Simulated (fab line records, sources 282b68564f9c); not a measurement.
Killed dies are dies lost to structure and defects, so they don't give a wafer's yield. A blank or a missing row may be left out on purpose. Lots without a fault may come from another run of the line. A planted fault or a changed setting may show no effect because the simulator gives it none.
fab line records | flow rit_cmos
record lots=14 wafers=42 last_day=7
route steps=202 shown M1@188
lots that met no fault: from a run of the same line without faults
start_h: hours from the record's first day to the start of the lot's first wafer shown | wait_h: hours since the lot's step before | " the same as in the row above | L1.1+2: a row that stands for several wafers | - no value, or no start given | * or withheld: withheld | < > ~ a bound
route shown NAME@n: a module of which the file shows steps, and the number in the route of the first | usual: mean/standard deviation of fault-free wafers | same: alike in all rows | chamber/n: place in a boat | sites: the reading at each site | _std_site: their standard deviation | _edge_site: outer sites' mean less inner sites' | radius_mm: how far each site lies from the wafer's centre | mask NAME#n: copy n | behind: the tool/chamber that last shaped the wafer | hold: why the lot was held/for how many hours/how that ended | device: the transistor (n, p or np) that didn't switch | end of line: the same wafers' tests at the end of the route | a step without rows: its recipe alone | killed: dies lost to structure and defects at the first sort, not the wafer's yield | map: a wafer's dies, x killed, . not, _ none there
set.NAME: the setting as run; set.NAME@STEP: as run at that earlier step | model.NAME: the simulator's own value behind a step, which no gauge read
steps of the route over a sample of lots; a table a step, a row a wafer
## steps
# step RIT_M1_COAT_04
# recipe resist=NOVOLAK spin_rpm=2000 resist_thk_nm=1300
# columns lot.wafer tool chamber start_h wait_h
L306.4+5+6 litho_track-04 0 55.96 0.1
L307.2+3+4 litho_track-02 0 58.78 0.1
L308.2+3+4 litho_track-02 0 64.31 0.1
L309.4+5+6 litho_track-02 0 70.27 0.1
L310.4+5+6 litho_track-01 0 73.70 0.1
L311.2+4+5 litho_track-02 0 80.76 0.1
L312.1+3+6 litho_track-01 0 85.97 0.1
L314.1+4+6 litho_track-02 0 94.95 0.1
L320.2+3+6 litho_track-04 0 124.42 0.1
L325.3+4+5 litho_track-01 0 152.36 0.1
L326.1+2+3 litho_track-01 0 154.67 0.1
L327.2+4+5 litho_track-01 0 158.86 0.1
L328.3+4+5 litho_track-02 0 164.39 0.1
L329.3+4+6 litho_track-01 0 168.11 0.1
# step RIT_M1_CD_MEAS_09
# recipe target_cd_nm=2600
# usual cd_nm=2599.3/2
# columns lot.wafer tool chamber start_h wait_h cd_nm
L306.4 cd_sem-01 - 56.80 - 2601.1
L306.5 " - " " 2601.0
L306.6 " - " " 2601.9
L307.2 cd_sem-02 - 59.63 - 2595.7
L307.3 " - " " 2596.2
L307.4 " - " " 2600.3
L308.2 cd_sem-01 - 65.04 - 2596.9
L308.3 " - " " 2596.3
L308.4 " - " " 2598.4
L309.4 cd_sem-01 - 71.11 - 2527.8
L309.5 " - " " 2532.0
L309.6 " - " " 2530.0
L310.4 cd_sem-01 - 74.54 - 2600.4
L310.5 " - " " 2601.1
L310.6 " - " " 2600.1
L311.2 cd_sem-01 - 81.61 - 2543.0
L311.4 " - " " 2541.9
L311.5 " - " " 2542.6
L312.1 cd_sem-01 - 86.70 - 2597.7
L312.3 " - " " 2599.1
L312.6 " - " " 2600.7
L314.1 cd_sem-01 - 95.73 - 2546.7
L314.4 " - " " 2545.5
L314.6 " - " " 2546.3
L320.2 cd_sem-01 - 125.15 - 2599.4
L320.3 " - " " 2602.2
L320.6 " - " " 2600.7
L325.3 cd_sem-01 - 153.08 - 2597.7
L325.4 " - " " 2597.8
L325.5 " - " " 2596.9
L326.1 cd_sem-02 - 155.52 - 2596.6
L326.2 " - " " 2598.2
L326.3 " - " " 2599.2
L327.2 cd_sem-01 - 159.71 - 2599.9
L327.4 " - " " 2599.8
L327.5 " - " " 2598.2
L328.3 cd_sem-01 - 165.11 - 2597.5
L328.4 " - " " 2598.7
L328.5 " - " " 2599.9
L329.3 cd_sem-02 - 168.83 - 2594.9
L329.4 " - " " 2597.2
L329.6 " - " " 2596.6
# step RIT_M1_PROBE_99
# usual defect_limited_yield=97.2/1.1 killed_at_M0_to_M3=0.0/0.14 killed_at_contacts=0.1/0.23 killed_at_front_end=7.3/2.9 killed_dies=7.3/3 killed_open=3.6/1.8 killed_short=3.7/2.1 sort_bin_3_pad_short=0.1/0.27 sort_bin_5_function=1.6/0.79 sort_bin_6_memory=1.0/0.64 sort_n_pass=256.7/3 sort_yield_pct=97.2/1.1
# same gross_dies=264 killed_at_M4_up=0 killed_at_back_side=0 killed_at_other=0
# columns lot.wafer tool chamber start_h wait_h defect_limited_yield[%] killed_at_M0_to_M3 killed_at_contacts killed_at_front_end killed_dies killed_open killed_short sort_bin_3_pad_short[%] sort_bin_5_function[%] sort_bin_6_memory[%] sort_n_pass sort_yield_pct[%]
L306.4 prober-02 - 59.71 0.2 98.1 0 0 5 5 4 1 0 1.9 0 259.0 98.1
L306.5 prober-02 - 59.76 0.2 95.5 0 0 12 12 5 7 0 2.7 1.9 252.0 95.5
L306.6 prober-02 - 59.81 0.2 96.2 0 1 9 10 6 4 0 2.3 1.5 254.0 96.2
L307.2 prober-01 - 62.32 0.1 97.7 0 0 6 6 3 3 0 2.3 0 258.0 97.7
L307.3 prober-01 - 62.37 0.2 96.6 0 0 9 9 3 6 1.5 1.5 0.4 255.0 96.6
L307.4 prober-01 - 62.42 0.2 98.1 0 0 5 5 3 2 0 1.1 0.8 259.0 98.1
L308.2 prober-02 - 67.73 0.1 98.1 0 0 5 5 2 3 0 0.8 1.1 259.0 98.1
L308.3 prober-02 - 67.78 0.2 95.8 0 1 10 11 3 8 1.1 1.9 1.1 253.0 95.8
L308.4 prober-02 - 67.83 0.2 97.0 0 0 8 8 5 3 0 0.8 2.3 256.0 97.0
L309.4 prober-01 - 73.86 0.2 96.6 0 0 9 9 5 4 0 1.9 1.5 255.0 96.6
L309.5 prober-01 - 73.91 0.2 97.3 0 1 6 7 5 2 0 1.5 1.1 257.0 97.3
L309.6 prober-01 - 73.96 0.2 98.9 0 0 3 3 1 2 0 1.1 0 261.0 98.9
L310.4 prober-02 - 77.29 0.2 97.3 0 0 7 7 5 1 0.4 1.5 0.8 257.0 97.3
L310.5 prober-02 - 77.34 0.2 95.5 0 0 12 12 4 6 0 3.0 1.5 252.0 95.5
L310.6 prober-02 - 77.39 0.2 97.0 0 0 8 8 4 3 0 1.5 1.5 256.0 97.0
L311.2 prober-01 - 84.30 0.1 95.5 0 0 12 12 7 5 0 1.9 2.7 252.0 95.5
L311.4 prober-01 - 84.40 0.2 97.7 0 0 6 6 4 2 0 1.9 0.4 258.0 97.7
L311.5 prober-01 - 84.45 0.2 97.7 0 0 6 6 4 2 0 1.1 1.1 258.0 97.7
L312.1 prober-02 - 89.53 0.1 98.5 0 0 4 4 2 2 0 0.8 0.8 260.0 98.5
L312.3 prober-02 - 89.63 0.2 98.1 0 0 5 5 4 1 0.4 1.1 0.4 259.0 98.1
L312.6 prober-02 - 89.78 0.2 96.2 0 0 10 10 4 6 0 2.3 1.5 254.0 96.2
L314.1 prober-02 - 98.44 0.1 98.1 0 0 5 5 3 2 0 1.5 0.4 259.0 98.1
L314.4 prober-02 - 98.59 0.2 95.8 0 0 11 11 6 5 0 3.0 1.1 253.0 95.8
L314.6 prober-02 - 98.69 0.2 96.6 1 0 8 9 4 5 0 1.1 2.3 255.0 96.6
L320.2 prober-02 - 128.17 0.1 96.6 0 0 9 9 5 4 0 2.7 0.8 255.0 96.6
L320.3 prober-02 - 128.22 0.2 97.7 0 0 6 6 3 3 0 0.8 1.5 258.0 97.7
L320.6 prober-02 - 128.37 0.2 95.1 0 0 13 13 6 7 0.4 3.0 1.5 251.0 95.1
L325.3 prober-01 - 155.80 0.2 97.0 0 0 8 8 2 6 0 1.1 1.9 256.0 97.0
L325.4 prober-01 - 155.85 0.2 97.0 1 0 7 8 4 4 0 1.5 1.5 256.0 97.0
L325.5 prober-01 - 155.90 0.2 97.3 0 0 7 7 4 3 0.4 0.4 1.9 257.0 97.3
L326.1 prober-02 - 158.18 0.1 97.0 0 0 8 8 4 4 0 1.9 1.1 256.0 97.0
L326.2 prober-02 - 158.23 0.1 97.7 0 0 6 6 3 3 0.4 1.5 0.4 258.0 97.7
L326.3 prober-02 - 158.28 0.2 97.0 0 0 8 8 4 4 0 1.5 1.5 256.0 97.0
L327.2 prober-01 - 162.40 0.1 98.5 0 0 4 4 2 2 0 1.1 0.4 260.0 98.5
L327.4 prober-01 - 162.50 0.2 96.6 0 0 9 9 3 6 0.8 1.9 0.8 255.0 96.6
L327.5 prober-01 - 162.55 0.2 97.3 0 0 7 7 7 0 0 1.5 1.1 257.0 97.3
L328.3 prober-02 - 168.73 0.2 96.6 0 0 9 9 4 5 0 1.9 1.5 255.0 96.6
L328.4 prober-02 - 168.78 0.2 97.0 0 0 8 8 5 3 0 2.3 0.8 256.0 97.0
L328.5 prober-02 - 168.83 0.2 96.6 0 1 8 9 4 4 0 1.9 1.5 255.0 96.6
L329.3 prober-01 - 171.88 0.2 95.1 0 0 13 13 6 5 0 2.7 2.3 251.0 95.1
L329.4 prober-01 - 171.93 0.2 97.0 0 0 8 8 7 1 0 2.7 0.4 256.0 97.0
L329.6 prober-01 - 172.03 0.2 98.1 0 0 5 5 2 3 0 1.1 0.8 259.0 98.1
# killed by level:class
L306.4 GATE:geometric_particle:open=3 GATE:geometric_particle:short=1 SPACER:geometric_particle:open=1
L306.5 GATE:geometric_particle:short=4 FOX1:geometric_particle:short=2 GATE:geometric_particle:open=2 FOX1:geometric_particle:open=1 REOX:geometric_particle:short=1 SPACER:geometric_particle:open=1 SILICIDE:geometric_particle:open=1
L306.6 GATE:geometric_particle:open=4 GATE:geometric_particle:short=3 FOX2:geometric_particle:short=1 REOX:geometric_particle:open=1 CONTACT:geometric_particle:open=1
L307.2 FOX1:geometric_particle:short=2 GATE:geometric_particle:open=1 REOX:geometric_particle:open=1 SPACER:geometric_particle:short=1 SILICIDE:geometric_particle:open=1
L307.3 SPACER:geometric_particle:short=3 GATE:geometric_particle:short=2 FOX1:geometric_particle:open=1 FOX2:geometric_particle:open=1 GATE:geometric_particle:open=1 SILICIDE:geometric_particle:short=1
L307.4 GATE:geometric_particle:short=1 GATE:geometric_particle:open=1 REOX:geometric_particle:open=1 REOX:geometric_particle:short=1 SILICIDE:geometric_particle:open=1
L308.2 GATE:geometric_particle:short=2 FOX1:geometric_particle:short=1 FOX2:geometric_particle:open=1 GATE:geometric_particle:open=1
L308.3 GATE:geometric_particle:short=5 FOX1:geometric_particle:open=1 FOX2:geometric_particle:open=1 FOX2:geometric_particle:short=1 GATE:geometric_particle:open=1 SILICIDE:geometric_particle:short=1 CONTACT:geometric_particle:short=1
L308.4 GATE:geometric_particle:open=4 GATE:geometric_particle:short=3 SPACER:geometric_particle:open=1
L309.4 FOX1:geometric_particle:open=3 REOX:geometric_particle:short=2 GATE:geometric_particle:short=1 REOX:geometric_particle:open=1 SILICIDE:geometric_particle:short=1 SILICIDE:geometric_particle:open=1
L309.5 FOX1:geometric_particle:open=1 FOX2:geometric_particle:open=1 GATE:geometric_particle:open=1 GATE:geometric_particle:short=1 SPACER:geometric_particle:open=1 SPACER:geometric_particle:short=1 CONTACT:geometric_particle:open=1
L309.6 GATE:geometric_particle:open=1 GATE:geometric_particle:short=1 SPACER:geometric_particle:short=1
L310.4 GATE:geometric_particle:open=2 FOX1:geometric_particle:short=1 FOX1:geometric_particle:open=1 REOX:geometric_particle:open=1 SPACER:geometric_particle:open=1 PWELL:coat_microbubble_printed=1
L310.5 GATE:geometric_particle:short=3 FOX1:geometric_particle:open=2 SPACER:geometric_particle:short=2 PWELL:coat_microbubble_printed=2 FOX1:geometric_particle:short=1 GATE:geometric_particle:open=1 SPACER:geometric_particle:open=1
L310.6 GATE:geometric_particle:open=3 FOX1:geometric_particle:short=2 REOX:geometric_particle:short=1 REOX:geometric_particle:open=1 PWELL:coat_microbubble_printed=1
L311.2 REOX:geometric_particle:short=4 FOX1:geometric_particle:open=3 GATE:geometric_particle:open=2 GATE:geometric_particle:short=1 SPACER:geometric_particle:open=1 SILICIDE:geometric_particle:open=1
L311.4 FOX1:geometric_particle:open=2 GATE:geometric_particle:short=1 GATE:geometric_particle:open=1 SPACER:geometric_particle:short=1 SILICIDE:geometric_particle:open=1
L311.5 GATE:geometric_particle:open=2 FOX1:geometric_particle:open=1 FOX2:geometric_particle:open=1 GATE:geometric_particle:short=1 SILICIDE:geometric_particle:short=1
L312.1 FOX1:geometric_particle:short=2 GATE:geometric_particle:open=2
L312.3 FOX1:geometric_particle:open=2 FOX2:geometric_particle:open=1 GATE:geometric_particle:open=1 SPACER:geometric_particle:short=1
L312.6 GATE:geometric_particle:short=2 SPACER:geometric_particle:short=2 SILICIDE:geometric_particle:short=2 GATE:geometric_particle:open=1 REOX:geometric_particle:open=1 SPACER:geometric_particle:open=1 SILICIDE:geometric_particle:open=1
L314.1 FOX1:geometric_particle:open=1 FOX1:geometric_particle:short=1 GATE:geometric_particle:short=1 GATE:geometric_particle:open=1 SPACER:geometric_particle:open=1
L314.4 GATE:geometric_particle:open=3 GATE:geometric_particle:short=3 FOX1:geometric_particle:open=2 FOX1:geometric_particle:short=1 REOX:geometric_particle:short=1 SILICIDE:geometric_particle:open=1
L314.6 GATE:geometric_particle:open=3 GATE:geometric_particle:short=2 REOX:geometric_particle:short=2 FOX1:geometric_particle:open=1 M1:geometric_particle:short=1
L320.2 FOX1:geometric_particle:open=2 FOX2:geometric_particle:short=2 GATE:geometric_particle:short=2 FOX2:geometric_particle:open=1 REOX:geometric_particle:open=1 SPACER:geometric_particle:open=1
L320.3 GATE:geometric_particle:short=2 GATE:geometric_particle:open=2 FOX2:geometric_particle:short=1 SPACER:geometric_particle:open=1
L320.6 GATE:geometric_particle:open=4 FOX2:geometric_particle:open=2 FOX2:geometric_particle:short=2 GATE:geometric_particle:short=2 FOX1:geometric_particle:short=1 REOX:geometric_particle:short=1 SPACER:geometric_particle:short=1
L325.3 SPACER:geometric_particle:short=4 FOX1:geometric_particle:short=1 FOX1:geometric_particle:open=1 GATE:geometric_particle:short=1 GATE:geometric_particle:open=1
L325.4 GATE:geometric_particle:open=2 SPACER:geometric_particle:short=2 FOX1:geometric_particle:open=1 FOX2:geometric_particle:short=1 REOX:geometric_particle:open=1 M1:geometric_particle:short=1
L325.5 GATE:geometric_particle:short=2 GATE:geometric_particle:open=2 FOX1:geometric_particle:short=1 REOX:geometric_particle:open=1 SPACER:geometric_particle:open=1
L326.1 GATE:geometric_particle:open=3 FOX2:geometric_particle:short=2 GATE:geometric_particle:short=2 SILICIDE:geometric_particle:open=1
L326.2 GATE:geometric_particle:open=2 SPACER:geometric_particle:short=2 FOX2:geometric_particle:open=1 REOX:geometric_particle:short=1
L326.3 GATE:geometric_particle:open=2 GATE:geometric_particle:short=1 FOX1:geometric_particle:open=1 FOX1:geometric_particle:short=1 SILICIDE:geometric_particle:short=1 SPACER:geometric_particle:short=1 SILICIDE:geometric_particle:open=1
L327.2 GATE:geometric_particle:short=1 GATE:geometric_particle:open=1 REOX:geometric_particle:short=1 SPACER:geometric_particle:open=1
L327.4 GATE:geometric_particle:short=2 SILICIDE:geometric_particle:short=2 SILICIDE:geometric_particle:open=2 FOX1:geometric_particle:short=1 FOX2:geometric_particle:short=1 REOX:geometric_particle:open=1
L327.5 FOX1:geometric_particle:open=2 REOX:geometric_particle:open=2 SILICIDE:geometric_particle:open=2 FOX2:geometric_particle:open=1
L328.3 GATE:geometric_particle:open=3 REOX:geometric_particle:short=2 FOX1:geometric_particle:short=1 FOX2:geometric_particle:short=1 GATE:geometric_particle:short=1 SPACER:geometric_particle:open=1
L328.4 GATE:geometric_particle:open=3 SPACER:geometric_particle:short=2 SPACER:geometric_particle:open=2 GATE:geometric_particle:short=1
L328.5 GATE:geometric_particle:short=2 FOX2:geometric_particle:short=1 FOX2:geometric_particle:open=1 GATE:geometric_particle:open=1 SPACER:geometric_particle:open=1 SILICIDE:geometric_particle:short=1 SILICIDE:geometric_particle:open=1 CONTACT:coat_microbubble_printed=1
L329.3 GATE:geometric_particle:open=4 GATE:geometric_particle:short=4 NLDD:coat_microbubble_printed=2 FOX2:geometric_particle:open=1 REOX:geometric_particle:short=1 REOX:geometric_particle:open=1
L329.4 GATE:geometric_particle:open=4 FOX1:geometric_particle:short=1 FOX2:geometric_particle:open=1 REOX:geometric_particle:open=1 SPACER:geometric_particle:open=1
L329.6 GATE:geometric_particle:short=2 GATE:geometric_particle:open=2 REOX:geometric_particle:short=1
## key
first_sign step=RIT_M1_CD_MEAS_09 reading=cd_nm direction=down sigmas=29 usual=2599.3 struck=2539.5 through=control_loop
effect none on later readings
met_at RIT_M1_COAT_04
struck_lots L309,L311,L314
loop_trim step=RIT_M1_EXPOSE_06 setting=dose lots=L311,L314
onset_between 64.31 70.27
fault kind=process_parameter_drift tool=litho_track-02 chamber=- onset_h=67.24 steps=RIT_M1_COAT_04 channel=resist_thk_nm offset=-585 shape=step end_h=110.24 acts_in=these_recipes_only stated=1300
# loop_trim: a control loop set the setting to another value than it would have without faults
